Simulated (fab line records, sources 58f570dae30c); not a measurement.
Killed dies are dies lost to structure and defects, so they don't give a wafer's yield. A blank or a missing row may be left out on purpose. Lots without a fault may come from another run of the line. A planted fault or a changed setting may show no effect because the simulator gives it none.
A struck lot beside a sound one | flow berkeley_cmos170 | 27 steps out of a route of 331
Sound: wafers L319.2, L319.3, L319.4. Struck: wafers L323.1, L323.3, L323.4. The cause comes at the end.
At each step with rows: each side's tool, then ch and its chambers, then its first start. Under that, the readings that differ: sound wafers | struck wafers | difference of the means | sigmas: that difference in standard deviations of wafers without a fault.
alike: readings whose means differ by less than 2 such deviations, and words and numbers that are the same on both sides. not compared: withheld readings, readings that some wafer has no value for, bounds like >300 that may hide the same value, and numbers for which the record gives no deviation and whose values overlap.
The two part at a step that has a row with sigmas, a row that says differs or no value, or rows on one side only. Numbers that don't overlap but have no deviation are shown without sigmas and don't part them. A reading that every wafer of one side lacks parts them only if that side has two wafers or more.

first, 2 steps without rows for these wafers: UCB170_NWELL_PEB_10; UCB170_NWELL_DEVELOP_11 (develop time 45 s).
UCB170_NWELL_OVL_MEAS_12:
  sound on overlay-02, day 4 03:20; struck on overlay-01, day 4 18:16
  alike: NWELL_OVL
UCB170_NWELL_ETCH_13: etches Si3N4 in CH3F/Ar/O2, stops on SiO2, target depth 246.4 nm, time 154 s.
  sound on rie_diel-03 ch 1,2,3, day 4 03:22; struck on rie_diel-01 ch 0,1,3, day 4 18:18
  reading                | sound      | struck | difference | sigmas
  rf_hours_counter_h (h) | 85 123 151 | 2 3 9  | -115       |
  alike: drypump_motor_current_A, oes_product_au, rf_fwd_power_W, throttle_valve_pct
then, 1 step without rows for these wafers: UCB170_NWELL_IMPLANT_14.
UCB170_NWELL_STRIP_15: strips in O2.
  sound on plasma_asher-04 ch 0,1, day 4 03:37; struck on plasma_asher-04 ch 0,1, day 4 18:33
  alike: drypump_motor_current_A, o2_flow_sccm, oes_product_au, strip_time_to_endpoint_s
  not compared: rf_hours_counter_h
UCB170_NWELL_TW_MEAS_16:
  sound on film_metro-04, day 4 03:44; struck on film_metro-03, day 4 18:39
  alike: NWELL_TW
then, 5 steps without rows for these wafers: UCB170_NWELL_CLEAN_17 (cleans in SPM, time 600 s); UCB170_NWELL_WET_ETCH_18 (etches Si3N4 in H3PO4, time 14400 s); UCB170_NWELL_WET_ETCH_19 (etches SiO2 in BOE, time 22 s); UCB170_PWELL_CLEAN_00 (cleans in SPM, time 600 s); UCB170_PWELL_CLEAN_01 (cleans in dHF, time 60 s).
UCB170_PWELL_OXIDATION_02: target thk 26.4 nm, ox time 1260 s.
  sound on furnace-01 ch 0, day 4 11:44; struck on furnace-01 ch 0, day 5 08:02
  alike: spike_tc_source_C, tube_center_temp_C_max
UCB170_PWELL_THK_MEAS_03:
  sound on film_metro-02, day 4 13:08; struck on film_metro-02, day 5 09:23
  reading              | sound          | struck         | difference | sigmas
  PWELL_OXIDE_THK (nm) | 26.8 27.0 27.2 | 38.9 39.4 39.8 | +12.4      | +25
then, 2 steps without rows for these wafers: UCB170_PWELL_ANNEAL_04 (time 900 s); UCB170_PWELL_CVD_05 (deposits Si3N4 from SiH2Cl2/NH3, target thk 220 nm, time 3300 s).
UCB170_PWELL_THK_MEAS_06:
  sound on film_metro-03, day 4 18:13; struck on film_metro-03, day 5 15:15
  reading                | sound             | struck            | difference | sigmas
  PWELL_NITRIDE_THK (nm) | 226.5 222.4 223.6 | 220.4 219.4 219.5 | -4.4       | -2
then, 6 steps without rows for these wafers: UCB170_PWELL_HMDS_07 (prime time 60 s); UCB170_PWELL_COAT_08 (resist thk 900 nm); UCB170_PWELL_SOFTBAKE_09 (time 60 s); UCB170_PWELL_EXPOSE_10 (exposes mask PWELL, target cd 3000 nm); UCB170_PWELL_PEB_11; UCB170_PWELL_DEVELOP_12 (develop time 45 s).
UCB170_PWELL_OVL_MEAS_13:
  sound on overlay-02, day 4 19:49; struck on overlay-01, day 5 16:42
  alike: PWELL_OVL
UCB170_PWELL_ETCH_14: etches Si3N4 in CH3F/Ar/O2, stops on SiO2, target depth 242 nm, time 151 s.
  sound on rie_diel-03 ch 0,2,3, day 4 19:50; struck on rie_diel-02 ch 0,1,2, day 5 16:44
  reading                                      | sound             | struck            | difference | sigmas
  model.SiO2_of_PWELL_OXIDATION_02.thk_nm (nm) | 23.03 22.84 23.04 | 35.28 35.74 35.61 | +12.57     |
  alike: drypump_motor_current_A, oes_product_au, rf_fwd_power_W, throttle_valve_pct
  not compared: rf_hours_counter_h
then, 2 steps without rows for these wafers: UCB170_PWELL_IMPLANT_15; UCB170_M3_PROBE_99.

WHERE THEY PART
First at UCB170_PWELL_THK_MEAS_03; last, within this record, at UCB170_PWELL_THK_MEAS_06. Later steps at which nothing parts them and some readings are alike: UCB170_PWELL_OVL_MEAS_13, UCB170_PWELL_ETCH_14.

WHY: what the simulator had put in
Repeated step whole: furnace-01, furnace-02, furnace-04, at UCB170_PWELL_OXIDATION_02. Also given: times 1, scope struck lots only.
